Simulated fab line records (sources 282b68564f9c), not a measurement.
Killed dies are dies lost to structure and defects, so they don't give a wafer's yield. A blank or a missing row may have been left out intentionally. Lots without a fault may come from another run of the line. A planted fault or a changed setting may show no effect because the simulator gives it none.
Split-lot experiment ; flow rit cmos ; on a route of 202 steps: 5 lots, 23 wafers read

== THE SPLIT ==
At RIT_PSD_SOFTBAKE_02 (time 60 s), the setting temp c was moved away from the recipe's 90 C on 11 of the 23 wafers read, by +1.7% to +3.4%. This setting was run at the recipe's value on the other wafers.

The reading is taken at the split's own step.

== THE READING ==
NOVOLAK_of_PSD_COAT_01.thk nm (the simulator's own value, which no gauge read), in nm, at RIT_PSD_SOFTBAKE_02 (time 60 s). The file gives no usual value for it. Across the 12 wafers here that went through the recipe, the average is 998.6 nm and the standard deviation 2 nm.

wafer;tool, chamber at the split;temp c as run, C;against the recipe;NOVOLAK_of_PSD_COAT_01.thk nm, nm;against lot-mates on the recipe
L077.1;litho track-04, 0;90;recipe;1001;-
L077.2;litho track-04, 0;91.56;+1.7%;996;-5.5
L077.3;litho track-04, 0;90;recipe;1002;-
L077.4;litho track-04, 0;91.56;+1.7%;996.9;-4.6
L077.6;litho track-04, 0;91.56;+1.7%;996.9;-4.6
L076.2;litho track-03, 0;90;recipe;997.3;-
L076.3;litho track-03, 0;90;recipe;996.9;-
L076.4;litho track-03, 0;90;recipe;997.9;-
L080.2;litho track-04, 0;93.02;+3.4%;991.1;-8.8
L080.3;litho track-04, 0;93.02;+3.4%;992.2;-7.7
L080.4;litho track-04, 0;90;recipe;999.8;-
L080.5;litho track-04, 0;93.02;+3.4%;990.8;-9.1
L080.6;litho track-04, 0;90;recipe;1000;-
L082.1;litho track-03, 0;92.05;+2.3%;990.2;-6.2
L082.2;litho track-03, 0;90;recipe;998.2;-
L082.3;litho track-03, 0;90;recipe;995.3;-
L082.4;litho track-03, 0;90;recipe;995.7;-
L082.5;litho track-03, 0;92.05;+2.3%;992.2;-4.2
L085.1;litho track-01, 0;90;recipe;1000;-
L085.2;litho track-01, 0;92.42;+2.7%;994.2;-5.6
L085.3;litho track-01, 0;92.42;+2.7%;995.2;-4.6
L085.4;litho track-01, 0;90;recipe;999.7;-
L085.6;litho track-01, 0;92.42;+2.7%;993.3;-6.6

THE FIT
A straight line over all 23 wafers: NOVOLAK_of_PSD_COAT_01.thk nm changes by -2.08 nm for each +1% of temp c; r = -0.83; the points scatter about the line by 2 nm.
The same after taking each lot's own level away (the mean of its wafers on the recipe; 23 wafers): -2.4 nm for each +1%; r = -0.97; scatter 0.87 nm.
That fit puts the effect of the largest move of temp c on the reading at 8.1 nm.
Across the lots, their own levels run from 996.40 to 1001.50 nm, a range of 2.5 times the standard deviation given above.
So the slope is not independent of the lot-to-lot level: the two fits are not the same.
Check: with one of the wafers moved furthest among these (+3.4%) left out of the fit, the line predicts -7.95 nm for it against its lot-mates. Against them it came out at -8.8 nm.

== THE OTHER SPLITS THESE WAFERS WENT THROUGH ==
These wafers also went through other splits before the reading. Each is held against what the fit with the lots' levels taken away leaves over:
other split on the same wafers;wafers away from the commonest value;r with NOVOLAK_of_PSD_COAT_01.thk nm (lot level and that fit taken away)
RIT_SPACER_CVD_03 temp c;15;-0.36
RIT_NSD_IMPLANT_08 energy kev;7;-0.10

== FILE'S OWN FIT ==
NOVOLAK_of_PSD_COAT_01.thk nm changes by -2.41 nm for each +1% of temp c, r = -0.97.
